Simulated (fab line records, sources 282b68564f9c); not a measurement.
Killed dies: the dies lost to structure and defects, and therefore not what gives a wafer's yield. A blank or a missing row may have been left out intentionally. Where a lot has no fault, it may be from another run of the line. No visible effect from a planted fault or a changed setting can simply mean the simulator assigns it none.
fab line records + flow rit-cmos
record:
- lots: 6
- wafers: 18
- last-day: 7
route steps=202 shown GATE@83 M1@202
lots that met no fault: from a run of the same line without faults
start-h: start of the lot's first displayed wafer, in hours after the record's first day + wait-h: hours since the lot's step before + " same as the row above + L1.1+2: several wafers, shown together as one row + - no value present, or no start provided + * or withheld: withheld + < > ~ a bound
route shown NAME@n: a module of which the file shows steps, and the number in the route of the first + usual: mean and standard deviation over wafers with no fault + same: alike in all rows + chamber/n: place in a boat + sites: each site's reading + _std_site: how widely they spread, as a standard deviation + _edge_site: mean of outer sites minus mean of inner sites + radius-mm: for every site, how far away it sits from the centre of the wafer + mask NAME#n: copy n + behind: the last tool/chamber to shape the wafer + hold: what put the lot on hold/how long, in hours/how the hold closed + device: whichever transistor did not switch (one of n, p or np) + end of line: the tests these same wafers got at the end of their route + for a step that has no rows: nothing shown but its recipe + killed: dies lost to structure and defects at the first sort, not the wafer's yield + map: a wafer's dies, marking killed ones x, the rest . and places with no die _
set.NAME: setting as actually run; set.NAME@STEP: the setting as run at that earlier step + model.NAME: the simulator's own value behind a step, which no gauge read
a table for each step, a row for each wafer; lots at some steps of the route
services: when a tool's chamber went out of use (start-h, in hours from the record's first day, below 0 if earlier), for how many hours, and the reason
== steps ==
step: RIT_GATE_THK_MEAS_07
recipe:
- reads: SiO2_of_GATE_OXIDATION_05
usual:
- GATE_OXIDE_THK: 3.02/0.052
| lot.wafer | tool          | chamber | start-h | wait-h | GATE_OXIDE_THK[nm] |
|-----------|---------------|---------|---------|--------|--------------------|
| L522.1    | film-metro-01 | -       | 43.73   | 0.0    | 2.91               |
| L522.2    | "             | -       | "       | "      | 2.99               |
| L522.5    | "             | -       | "       | "      | 3.00               |
| L536.1    | film-metro-03 | -       | 110.56  | 0.0    | 3.05               |
| L536.2    | "             | -       | "       | "      | 3.05               |
| L536.6    | "             | -       | "       | "      | 3.08               |
| L537.1    | film-metro-01 | -       | 116.00  | 0.0    | 3.09               |
| L537.3    | "             | -       | "       | "      | 2.97               |
| L537.5    | "             | -       | "       | "      | 3.07               |
| L541.1    | film-metro-03 | -       | 135.69  | 0.0    | 3.04               |
| L541.2    | "             | -       | "       | "      | 3.03               |
| L541.4    | "             | -       | "       | "      | 2.97               |
| L542.2    | film-metro-01 | -       | 142.23  | 0.0    | 3.10               |
| L542.5    | "             | -       | "       | "      | 3.05               |
| L542.6    | "             | -       | "       | "      | 2.99               |
| L544.1    | film-metro-04 | -       | 150.92  | 0.0    | 3.01               |
| L544.2    | "             | -       | "       | "      | 2.93               |
| L544.3    | "             | -       | "       | "      | 3.05               |
step: RIT_GATE_CVD_08
recipe:
- material: poly-Si
- target-thk-nm: 250
- temp-c: 610
- precursor: SiH4
- time-s: 2220
- pressure-mtorr: 300
- sih4-flow-sccm: 100
step: RIT_GATE_THK_MEAS_09
recipe:
- reads: poly-Si_of_GATE_CVD_08
usual:
- GATE_POLY_THK: 248.8/2.6
| lot.wafer | tool          | chamber | start-h | wait-h | GATE_POLY_THK[nm] |
|-----------|---------------|---------|---------|--------|-------------------|
| L522.1    | film-metro-01 | -       | 45.41   | 0.0    | 251.2             |
| L522.2    | "             | -       | "       | "      | 254.0             |
| L522.5    | "             | -       | "       | "      | 251.8             |
| L536.1    | film-metro-03 | -       | 112.52  | 0.0    | 255.0             |
| L536.2    | "             | -       | "       | "      | 251.5             |
| L536.6    | "             | -       | "       | "      | 250.0             |
| L537.1    | film-metro-04 | -       | 118.48  | 0.0    | 247.0             |
| L537.3    | "             | -       | "       | "      | 247.7             |
| L537.5    | "             | -       | "       | "      | 247.9             |
| L541.1    | film-metro-04 | -       | 137.37  | 0.0    | 251.8             |
| L541.2    | "             | -       | "       | "      | 250.0             |
| L541.4    | "             | -       | "       | "      | 251.9             |
| L542.2    | film-metro-01 | -       | 143.91  | 0.0    | 253.5             |
| L542.5    | "             | -       | "       | "      | 253.7             |
| L542.6    | "             | -       | "       | "      | 251.5             |
| L544.1    | film-metro-01 | -       | 152.59  | 0.0    | 248.9             |
| L544.2    | "             | -       | "       | "      | 250.8             |
| L544.3    | "             | -       | "       | "      | 248.4             |
step: RIT_GATE_HMDS_10
recipe:
- prime-time-s: 60
- prime-temp-c: 140
step: RIT_GATE_COAT_11
recipe:
- resist: NOVOLAK
- spin-rpm: 4250
- resist-thk-nm: 850
step: RIT_GATE_SOFTBAKE_12
recipe:
- resist: NOVOLAK
- temp-c: 90
- time-s: 60
step: RIT_GATE_EXPOSE_13
recipe:
- mask-id: M6
- na: 0.6
- source-shape: conventional
- sigma-outer: 0.6
- target-cd-nm: 150
- dose-mj: 388.4
step: RIT_GATE_PEB_14
recipe:
- resist: NOVOLAK
- temp-c: withheld
- time-s: withheld
step: RIT_GATE_DEVELOP_15
recipe:
- resist: NOVOLAK
- develop-time-s: 50
- dev-temp-c: 23
step: RIT_GATE_CD_MEAS_16
recipe:
- target-cd-nm: 150
usual:
- cd-nm: 150.4/2.3
| lot.wafer | tool      | chamber | start-h | wait-h | cd-nm |
|-----------|-----------|---------|---------|--------|-------|
| L522.1    | cd-sem-01 | -       | 46.44   | -      | 152.5 |
| L522.2    | "         | -       | "       | "      | 151.7 |
| L522.5    | "         | -       | "       | "      | 149.7 |
| L536.1    | cd-sem-01 | -       | 113.56  | -      | 152.7 |
| L536.2    | "         | -       | "       | "      | 151.8 |
| L536.6    | "         | -       | "       | "      | 152.5 |
| L537.1    | cd-sem-01 | -       | 119.52  | -      | 150.6 |
| L537.3    | "         | -       | "       | "      | 149.0 |
| L537.5    | "         | -       | "       | "      | 152.3 |
| L541.1    | cd-sem-01 | -       | 138.28  | -      | 150.0 |
| L541.2    | "         | -       | "       | "      | 149.1 |
| L541.4    | "         | -       | "       | "      | 149.1 |
| L542.2    | cd-sem-01 | -       | 144.83  | -      | 151.2 |
| L542.5    | "         | -       | "       | "      | 151.4 |
| L542.6    | "         | -       | "       | "      | 150.0 |
| L544.1    | cd-sem-02 | -       | 153.50  | -      | 154.7 |
| L544.2    | "         | -       | "       | "      | 153.0 |
| L544.3    | "         | -       | "       | "      | 152.8 |
step: RIT_GATE_OVL_MEAS_17
usual:
- GATE_OVL: -0.9/1.4
| lot.wafer | tool       | chamber | start-h | wait-h | GATE_OVL[nm] |
|-----------|------------|---------|---------|--------|--------------|
| L522.1    | overlay-01 | -       | 46.56   | 0.1    | -1.2         |
| L522.2    | "          | -       | "       | "      | -0.3         |
| L522.5    | "          | -       | "       | "      | -0.5         |
| L536.1    | overlay-02 | -       | 113.68  | 0.1    | -1.3         |
| L536.2    | "          | -       | "       | "      | -2.6         |
| L536.6    | "          | -       | "       | "      | -1.7         |
| L537.1    | overlay-02 | -       | 119.64  | 0.1    | -1.8         |
| L537.3    | "          | -       | "       | "      | -3.2         |
| L537.5    | "          | -       | "       | "      | -0.6         |
| L541.1    | overlay-02 | -       | 138.40  | 0.1    | -1.7         |
| L541.2    | "          | -       | "       | "      | -3.7         |
| L541.4    | "          | -       | "       | "      | -0.8         |
| L542.2    | overlay-02 | -       | 144.94  | 0.1    | -2.9         |
| L542.5    | "          | -       | "       | "      | -3.3         |
| L542.6    | "          | -       | "       | "      | -2.9         |
| L544.1    | overlay-01 | -       | 153.62  | 0.1    | 1.3          |
| L544.2    | "          | -       | "       | "      | -1.2         |
| L544.3    | "          | -       | "       | "      | -1.2         |
step: RIT_GATE_HARDBAKE_18
recipe:
- resist: NOVOLAK
- temp-c: 140
- time-s: 60
step: RIT_GATE_ETCH_19
recipe:
- chemistry: SF6/CHF3/O2
- time-s: 165
- SF6_flow_sccm: 30
- CHF3_flow_sccm: 30
- O2_flow_sccm: 5
- target: poly-Si
- pressure-mtorr: 40
- rf-w: 160
- target-depth-a: 3125
- over-etch-frac: 0.25
- stop-on: SiO2
usual:
- CHF3_flow_sccm: 29.98/0.092
- O2_flow_sccm: 5.000/0.016
- SF6_flow_sccm: 29.99/0.089
- drypump-motor-current-A: 5.7/0.31
- he-backside-leak-sccm: 2.75/0.29
- oes-product-au: 0.844/0.014
- throttle-valve-pct: 10.28/0.12
| lot.wafer | tool      | chamber | start-h | wait-h | CHF3_flow_sccm | O2_flow_sccm | SF6_flow_sccm | drypump-motor-current-A | he-backside-leak-sccm | oes-product-au | rf-hours-counter-h | throttle-valve-pct | model.NOVOLAK_of_GATE_COAT_11.thk-nm | model.SiO2_of_FOX2_OXIDATION_00.thk-nm |
|-----------|-----------|---------|---------|--------|----------------|--------------|---------------|-------------------------|-----------------------|----------------|--------------------|--------------------|--------------------------------------|----------------------------------------|
| L522.1    | rie-si-01 | 1       | 46.75   | 0.1    | 29.99          | 4.978        | 30.03         | 5.7                     | 2.75                  | 0.850          | 78                 | 10.33              | 669.3                                | 242.1                                  |
| L522.2    | "         | 0       | "       | "      | 29.92          | 5.033        | 30.10         | 5.5                     | 3.09                  | 0.836          | 93                 | 10.39              | 663.8                                | 241.2                                  |
| L522.5    | "         | 3       | "       | "      | 30.03          | 4.983        | 29.97         | 6.3                     | 2.71                  | 0.851          | -                  | 10.14              | 670.5                                | 234.4                                  |
| L536.1    | rie-si-01 | 1       | 113.86  | 0.1    | -              | -            | -             | -                       | -                     | -              | -                  | -                  | 752.6                                | 266.4                                  |
| L536.2    | "         | 3       | "       | "      | -              | -            | -             | -                       | -                     | -              | -                  | -                  | 755.2                                | 266.6                                  |
| L536.6    | "         | 1       | "       | "      | -              | -            | -             | -                       | -                     | -              | -                  | -                  | 754.2                                | 267.7                                  |
| L537.1    | rie-si-02 | 3       | 119.82  | 0.1    | -              | -            | -             | -                       | -                     | -              | -                  | -                  | 753.8                                | 261.7                                  |
| L537.3    | "         | 2       | "       | "      | -              | -            | -             | -                       | -                     | -              | -                  | -                  | 754.2                                | 268.3                                  |
| L537.5    | "         | 1       | "       | "      | -              | -            | -             | -                       | -                     | -              | -                  | -                  | 754.2                                | 258.3                                  |
| L541.1    | rie-si-02 | 3       | 138.65  | 0.1    | 30.02          | 4.994        | 29.99         | 5.8                     | 2.93                  | 0.864          | 61                 | 10.50              | 674.5                                | 242.5                                  |
| L541.2    | "         | 2       | "       | "      | 29.98          | 4.999        | 29.90         | 5.4                     | 2.71                  | 0.832          | 44                 | 10.19              | 669.2                                | 247.9                                  |
| L541.4    | "         | 0       | "       | "      | 29.93          | 5.019        | 29.89         | 6.2                     | 4.71                  | 0.856          | 73                 | 10.15              | 669.8                                | 246.8                                  |
| L542.2    | rie-si-01 | 0       | 145.12  | 0.1    | 30.12          | 4.979        | 30.01         | 5.5                     | 2.96                  | 0.836          | 94                 | 10.38              | 666.2                                | 244.3                                  |
| L542.5    | "         | 2       | "       | "      | 29.99          | 5.013        | 29.91         | 5.4                     | 2.80                  | 0.870          | -                  | 10.14              | 665                                  | 246.1                                  |
| L542.6    | "         | 1       | "       | "      | 29.97          | 5.004        | 29.90         | 5.7                     | 2.77                  | 0.865          | -                  | 10.34              | 666.4                                | 240.5                                  |
| L544.1    | rie-si-01 | 2       | 153.81  | 0.1    | 29.94          | 5.014        | 29.98         | 5.4                     | 2.74                  | 0.853          | 1                  | 10.16              | 670                                  | 252.1                                  |
| L544.2    | "         | 0       | "       | "      | 29.90          | 5.018        | 29.89         | 5.5                     | 3.09                  | 0.830          | 94                 | 10.38              | 668.3                                | 245.9                                  |
| L544.3    | "         | 1       | "       | "      | 30.11          | 4.979        | 30.02         | 5.7                     | 2.73                  | 0.853          | 79                 | 10.31              | 669.8                                | 255.3                                  |
step: RIT_GATE_STRIP_20
recipe:
- chemistry: O2
- time-s: 180
- resist: NOVOLAK
- platen-temp-c: withheld
- power-w: 500
- pressure-mtorr: 4000
- o2-flow-sccm: 4149
usual:
- drypump-motor-current-A: 5.84/0.3
| lot.wafer | tool            | chamber | start-h | wait-h | drypump-motor-current-A | rf-hours-counter-h |
|-----------|-----------------|---------|---------|--------|-------------------------|--------------------|
| L522.1    | plasma-asher-03 | 1       | 46.86   | 0.1    | 5.83                    | 25                 |
| L522.2    | "               | 0       | "       | "      | 6.07                    | 25                 |
| L522.5    | "               | 1       | "       | "      | 5.81                    | -                  |
| L536.1    | plasma-asher-03 | 1       | 113.97  | 0.1    | 5.78                    | 33                 |
| L536.2    | "               | 0       | "       | "      | 6.06                    | 33                 |
| L536.6    | "               | 0       | "       | "      | 6.05                    | -                  |
| L537.1    | plasma-asher-04 | 1       | 119.93  | 0.1    | 5.56                    | 0                  |
| L537.3    | "               | 0       | "       | "      | 5.41                    | -                  |
| L537.5    | "               | 0       | "       | "      | 5.41                    | -                  |
| L541.1    | plasma-asher-01 | 1       | 138.76  | 0.1    | 5.51                    | 51                 |
| L541.2    | "               | 0       | "       | "      | 6.21                    | 51                 |
| L541.4    | "               | 0       | "       | "      | 6.23                    | -                  |
| L542.2    | plasma-asher-03 | 1       | 145.22  | 0.1    | 5.83                    | 36                 |
| L542.5    | "               | 1       | "       | "      | 5.81                    | -                  |
| L542.6    | "               | 0       | "       | "      | 6.04                    | -                  |
| L544.1    | plasma-asher-03 | 0       | 153.92  | 0.1    | 6.05                    | 37                 |
| L544.2    | "               | 1       | "       | "      | 5.82                    | 37                 |
| L544.3    | "               | 0       | "       | "      | 6.06                    | -                  |
step: RIT_GATE_CD_MEAS_90
recipe:
- target-cd-nm: 150
usual:
- cd-nm: 150.3/2.3
| lot.wafer | tool      | chamber | start-h | wait-h | cd-nm |
|-----------|-----------|---------|---------|--------|-------|
| L522.1    | cd-sem-01 | -       | 47.03   | 0.1    | 152.2 |
| L522.2    | "         | -       | "       | "      | 151.6 |
| L522.5    | "         | -       | "       | "      | 150.0 |
| L536.1    | cd-sem-02 | -       | 114.15  | 0.1    | -     |
| L536.2    | "         | -       | "       | "      | -     |
| L536.6    | "         | -       | "       | "      | -     |
| L537.1    | cd-sem-02 | -       | 120.10  | 0.1    | -     |
| L537.3    | "         | -       | "       | "      | -     |
| L537.5    | "         | -       | "       | "      | -     |
| L541.1    | cd-sem-02 | -       | 138.94  | 0.1    | 150.5 |
| L541.2    | "         | -       | "       | "      | 149.2 |
| L541.4    | "         | -       | "       | "      | 149.1 |
| L542.2    | cd-sem-02 | -       | 145.42  | 0.1    | 150.9 |
| L542.5    | "         | -       | "       | "      | 150.7 |
| L542.6    | "         | -       | "       | "      | 149.5 |
| L544.1    | cd-sem-02 | -       | 154.09  | 0.1    | 154.7 |
| L544.2    | "         | -       | "       | "      | 152.5 |
| L544.3    | "         | -       | "       | "      | 152.7 |
step: RIT_M1_PROBE_99
usual:
- killed-at-contacts: 0.0/0.2
- killed-at-front-end: 7.2/2.5
- killed-dies: 7.3/2.5
- killed-on-rim: 2.0/1.4
- killed-open: 3.8/1.9
- killed-short: 3.5/1.8
same:
- gross-dies: 264
- killed_at_M0_to_M3: 0
- killed_at_M4_up: 0
- killed-at-back-side: 0
- killed-at-other: 0
| lot.wafer | tool      | chamber | start-h | wait-h | hold                   | killed-at-contacts | killed-at-front-end | killed-dies | killed-on-rim | killed-open | killed-short |
|-----------|-----------|---------|---------|--------|------------------------|--------------------|---------------------|-------------|---------------|-------------|--------------|
| L522.1    | prober-01 | -       | 66.45   | 0.1    | -                      | 0                  | 8                   | 8           | 3             | 3           | 5            |
| L522.2    | prober-01 | -       | 66.50   | 0.1    | -                      | 0                  | 8                   | 8           | 4             | 4           | 4            |
| L522.5    | prober-01 | -       | 66.65   | 0.2    | -                      | 0                  | 11                  | 11          | 2             | 6           | 5            |
| L536.1    | prober-01 | -       | 134.63  | 0.1    | await-dispo/1.7h/scrap | 0                  | 264                 | 264         | 70            | 0           | 2            |
| L536.2    | prober-01 | -       | 134.68  | 0.1    | await-dispo/1.7h/scrap | 0                  | 264                 | 264         | 70            | 5           | 1            |
| L536.6    | prober-01 | -       | 134.88  | 0.2    | await-dispo/1.7h/scrap | 0                  | 264                 | 264         | 70            | 3           | 3            |
| L537.1    | prober-02 | -       | 140.04  | 0.1    | await-dispo/6.5h/scrap | 1                  | 263                 | 264         | 70            | 3           | 7            |
| L537.3    | prober-02 | -       | 140.14  | 0.2    | await-dispo/6.5h/scrap | 0                  | 264                 | 264         | 70            | 2           | 1            |
| L537.5    | prober-02 | -       | 140.24  | 0.2    | await-dispo/6.5h/scrap | 0                  | 264                 | 264         | 70            | 3           | 5            |
| L541.1    | prober-02 | -       | 159.91  | 0.1    | -                      | 0                  | 7                   | 7           | 3             | 5           | 2            |
| L541.2    | prober-02 | -       | 159.96  | 0.1    | -                      | 0                  | 10                  | 10          | 3             | 8           | 2            |
| L541.4    | prober-02 | -       | 160.06  | 0.2    | -                      | 0                  | 4                   | 4           | 0             | 2           | 2            |
| L542.2    | prober-01 | -       | 166.31  | 0.1    | -                      | 0                  | 11                  | 11          | 3             | 6           | 5            |
| L542.5    | prober-01 | -       | 166.46  | 0.2    | -                      | 1                  | 8                   | 9           | 3             | 5           | 4            |
| L542.6    | prober-01 | -       | 166.51  | 0.2    | -                      | 0                  | 7                   | 7           | 2             | 0           | 7            |
| L544.1    | prober-01 | -       | 173.80  | 0.1    | -                      | 0                  | 4                   | 4           | 1             | 3           | 1            |
| L544.2    | prober-01 | -       | 173.85  | 0.1    | -                      | 0                  | 12                  | 12          | 1             | 7           | 5            |
| L544.3    | prober-01 | -       | 173.90  | 0.2    | -                      | 0                  | 12                  | 12          | 4             | 3           | 9            |
killed by level:class
L522.1 GATE:geometric-particle:short=4 SPACER:geometric-particle:open=2 FOX1:geometric-particle:short=1 GATE:geometric-particle:open=1
L522.2 GATE:geometric-particle:open=3 SILICIDE:geometric-particle:short=2 FOX2:geometric-particle:open=1 GATE:geometric-particle:short=1 REOX:geometric-particle:short=1
L522.5 REOX:geometric-particle:open=3 GATE:geometric-particle:short=2 REOX:geometric-particle:short=2 FOX1:geometric-particle:short=1 FOX2:geometric-particle:open=1 GATE:geometric-particle:open=1 SILICIDE:geometric-particle:open=1
L536.1 GATE:area-etch=262 GATE:geometric-particle:short=1 SPACER:geometric-particle:short=1
L536.2 GATE:area-etch=258 GATE:geometric-particle:open=3 FOX2:geometric-particle:open=1 GATE:geometric-particle:short=1 SILICIDE:geometric-particle:open=1
L536.6 GATE:area-etch=258 FOX2:geometric-particle:open=1 FOX2:geometric-particle:short=1 GATE:geometric-particle:short=1 REOX:geometric-particle:open=1 REOX:geometric-particle:short=1 SPACER:geometric-particle:open=1
L537.1 GATE:area-etch=254 GATE:geometric-particle:open=2 GATE:geometric-particle:short=2 REOX:geometric-particle:short=2 FOX1:geometric-particle:short=1 SPACER:geometric-particle:open=1 SPACER:geometric-particle:short=1 CONTACT:geometric-particle:short=1
L537.3 GATE:area-etch=261 REOX:geometric-particle:open=1 SPACER:geometric-particle:open=1 SPACER:geometric-particle:short=1
L537.5 GATE:area-etch=256 SPACER:geometric-particle:short=4 SPACER:geometric-particle:open=2 GATE:geometric-particle:open=1 GATE:geometric-particle:short=1
L541.1 SPACER:geometric-particle:open=3 GATE:geometric-particle:short=2 GATE:geometric-particle:open=1 SILICIDE:geometric-particle:open=1
L541.2 GATE:geometric-particle:open=5 SPACER:geometric-particle:open=2 FOX1:geometric-particle:open=1 REOX:geometric-particle:short=1 SPACER:geometric-particle:short=1
L541.4 FOX1:geometric-particle:short=1 REOX:geometric-particle:open=1 SILICIDE:geometric-particle:open=1 SILICIDE:geometric-particle:short=1
L542.2 GATE:geometric-particle:open=2 GATE:geometric-particle:short=2 REOX:geometric-particle:open=2 REOX:geometric-particle:short=1 SPACER:geometric-particle:short=1 SPACER:geometric-particle:open=1 SILICIDE:geometric-particle:short=1 SILICIDE:geometric-particle:open=1
L542.5 GATE:geometric-particle:open=3 REOX:geometric-particle:open=2 FOX1:geometric-particle:short=1 GATE:geometric-particle:short=1 REOX:geometric-particle:short=1 CONTACT:geometric-particle:short=1
L542.6 FOX1:geometric-particle:short=3 REOX:geometric-particle:short=2 GATE:geometric-particle:short=1 SPACER:geometric-particle:short=1
L544.1 SPACER:geometric-particle:open=2 FOX2:geometric-particle:short=1 SILICIDE:geometric-particle:open=1
L544.2 SPACER:geometric-particle:open=3 GATE:geometric-particle:short=2 SPACER:geometric-particle:short=2 FOX1:geometric-particle:open=1 FOX1:geometric-particle:short=1 FOX2:geometric-particle:open=1 GATE:geometric-particle:open=1 REOX:geometric-particle:open=1
L544.3 GATE:geometric-particle:short=3 REOX:geometric-particle:short=2 SILICIDE:geometric-particle:short=2 FOX1:geometric-particle:short=1 GATE:geometric-particle:open=1 REOX:geometric-particle:open=1 SPACER:geometric-particle:open=1 SPACER:geometric-particle:short=1
map L536.1 (x killed, . not)
________xxxxxxx_______
_____xxxxxxxxxxxxx____
____xxxxxxxxxxxxxxx___
___xxxxxxxxxxxxxxxxx__
__xxxxxxxxxxxxxxxxxxx_
__xxxxxxxxxxxxxxxxxxx_
_xxxxxxxxxxxxxxxxxxxxx
_xxxxxxxxxxxxxxxxxxxxx
_xxxxxxxxxxxxxxxxxxxxx
_xxxxxxxxxxxxxxxxxxxxx
__xxxxxxxxxxxxxxxxxxx_
__xxxxxxxxxxxxxxxxxxx_
___xxxxxxxxxxxxxxxxx__
____xxxxxxxxxxxxxxx___
_____xxxxxxxxxxxxx____
________xxxxxxx_______
map L537.1 (x killed, . not)
________xxxxxxx_______
_____xxxxxxxxxxxxx____
____xxxxxxxxxxxxxxx___
___xxxxxxxxxxxxxxxxx__
__xxxxxxxxxxxxxxxxxxx_
__xxxxxxxxxxxxxxxxxxx_
_xxxxxxxxxxxxxxxxxxxxx
_xxxxxxxxxxxxxxxxxxxxx
_xxxxxxxxxxxxxxxxxxxxx
_xxxxxxxxxxxxxxxxxxxxx
__xxxxxxxxxxxxxxxxxxx_
__xxxxxxxxxxxxxxxxxxx_
___xxxxxxxxxxxxxxxxx__
____xxxxxxxxxxxxxxx___
_____xxxxxxxxxxxxx____
________xxxxxxx_______
== services ==
| tool            | chamber | start-h | hours | kind           |
|-----------------|---------|---------|-------|----------------|
| plasma-asher-03 | -       | 24.30   | 2.2   | repair         |
| rie-si-02       | 3       | 35.22   | 6.9   | repair         |
| rie-si-01       | 2       | 35.90   | -     | clean          |
| rie-si-01       | 2       | 35.90   | 23.9  | scheduled-down |
| rie-si-01       | 2       | 35.90   | 23.9  | vent-cycle     |
| plasma-asher-03 | -       | 80.05   | 2.8   | pm             |
| plasma-asher-01 | -       | 86.60   | 2.0   | repair         |
| plasma-asher-04 | -       | 108.75  | 9.0   | pm             |
| plasma-asher-04 | 0       | 108.75  | 9.0   | vent-cycle     |
| plasma-asher-04 | 1       | 108.75  | 9.0   | vent-cycle     |
| plasma-asher-04 | 0       | 117.75  | -     | clean          |
| plasma-asher-04 | 1       | 117.75  | -     | clean          |
| rie-si-02       | 0       | 150.03  | 6.5   | repair         |
| rie-si-01       | 1       | 150.38  | 1.3   | repair         |
| rie-si-02       | -       | 153.77  | 10.0  | pm             |
== key ==
first-sign:
- step: RIT_GATE_ETCH_19
- reading: tool-record
- direction: missing
effect:
- step: RIT_GATE_CD_MEAS_90
- reading: cd-nm
- direction: missing
effect:
- step: RIT_M1_PROBE_99
- reading: killed-at-front-end
- direction: up
- sigmas: 99+
- usual: 7.2
- struck: 263.8
model-effect:
- step: RIT_GATE_ETCH_19
- value: NOVOLAK_of_GATE_COAT_11.thk-nm
- without: 669.7
- struck: 754
more-kills-born-at:
- RIT_GATE_ETCH_19@rie-si-01: 778
- RIT_GATE_ETCH_19@rie-si-02: 771
met-at RIT_GATE_ETCH_19
struck-wafers L536.1,L536.2,L536.6,L537.1,L537.3,L537.5
later-rows-left-out L536.1,L536.2,L536.6,L537.1,L537.3,L537.5
tester-left-out L536,L537
onset-between 46.75 113.86
fault:
- kind: skipped-step-whole
- tool: rie-si-01,rie-si-02
- chamber: -
- onset-h: 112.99
- steps: RIT_GATE_ETCH_19
- scope: struck-lots-only
tester-left-out: of these lots the tester's yield and bins aren't shown, on N5 and GAA mostly nor the transistor test; their killed dies are dies lost to structure and defects alone, not to doping, threshold or leakage, so they don't give the yield
later-rows-left-out: the simulator's readings of these wafers behind a module that went badly wrong aren't trusted and aren't shown, but for the sort
